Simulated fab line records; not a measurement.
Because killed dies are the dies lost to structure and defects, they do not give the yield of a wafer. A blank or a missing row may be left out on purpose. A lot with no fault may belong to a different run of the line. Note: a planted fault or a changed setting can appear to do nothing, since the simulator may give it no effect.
Struck lot and sound lot, side by side    flow berkeley_cmos170    14 steps out of a route of 331
Sound: wafers L677.1, L677.4, L677.6. Wafers struck: L670.2, L670.4, L670.5. The cause is given at the end.
Each step with rows lists, per side, the tool, then ch with its chambers, then its first start. Under that, the readings that differ: sound wafers    struck wafers    difference of the means    sigmas: that difference in standard deviations of wafers without a fault.
alike: readings whose means differ by less than 2 such deviations, and words and numbers that are the same on both sides. not compared: withheld readings, readings that some wafer has no value for, bounds like >300 that may hide the same value, and numbers for which the record gives no deviation and whose values overlap.
Wherever a step has rows on one side only, a row that says differs or no value, or a row with sigmas, the two part there. Non-overlapping numbers with no deviation appear without sigmas and do not part them. A reading that every wafer of one side lacks parts them only if that side has two wafers or more.

UCB170_M2_RS_MEAS_02: measures by four-point-probe.
  sound on film_metro-01 at day 12 06:53; struck on film_metro-01 at day 10 20:07
  alike: M2_AL_RS
UCB170_M2_THK_MEAS_03: measures by xrf.
  sound on film_metro-01 at day 12 07:01; struck on film_metro-01 at day 10 20:13
  alike: M2_AL_THK
then, 3 steps without rows for these wafers: UCB170_M2_HMDS_04 (prime time 60 s); UCB170_M2_COAT_05 (resist thk 900 nm); UCB170_M2_SOFTBAKE_06 (time 60 s).
UCB170_M2_STRIP_07: strips in O2.
  sound on plasma_asher-03 ch 0,1, day 12 07:44; struck on plasma_asher-01 ch 0,1, day 10 20:55
  alike: drypump_motor_current_A, oes_product_au, strip_time_to_endpoint_s
  not compared: rf_hours_counter_h
then, 6 steps without rows for these wafers: UCB170_M2_STRIP_08 (strips KrF in DMSO, time 600 s); UCB170_M2_COAT_09; UCB170_M2_COAT_10 (resist thk 900 nm); UCB170_M2_SOFTBAKE_11 (time 60 s); UCB170_M2_EXPOSE_12 (exposes mask METAL2, target cd 700 nm); UCB170_M2_PEB_13.
UCB170_M2_DEVELOP_14: develop time 45 s.
  struck on litho_track-03, day 10 22:00; sound on litho_track-01 ch 0, day 12 09:00
  no value came back on the struck wafers for chill_plate_temp_C (C), develop_time_s (s); on the sound wafers chill_plate_temp_C (C) reads 23.04 22.87 23.07
reading                              sound              struck           difference  sigmas
model.KrF_of_M2_COAT_10.thk_nm (nm)  885.1 885.4 884.6  900 900.8 900.6  +15         
UCB170_M2_CD_MEAS_15 targets a cd of 700 nm.
  sound on cd_sem-01 at day 12 10:06; struck on cd_sem-02 at day 10 23:02
reading     sound              struck  difference                     sigmas
cd_nm (nm)  699.0 700.3 698.5  - - -   no value on the struck wafers  

## WHERE THEY PART
Earliest at UCB170_M2_DEVELOP_14; latest, in this record, at UCB170_M2_CD_MEAS_15.

WHY: whatever the simulator had introduced
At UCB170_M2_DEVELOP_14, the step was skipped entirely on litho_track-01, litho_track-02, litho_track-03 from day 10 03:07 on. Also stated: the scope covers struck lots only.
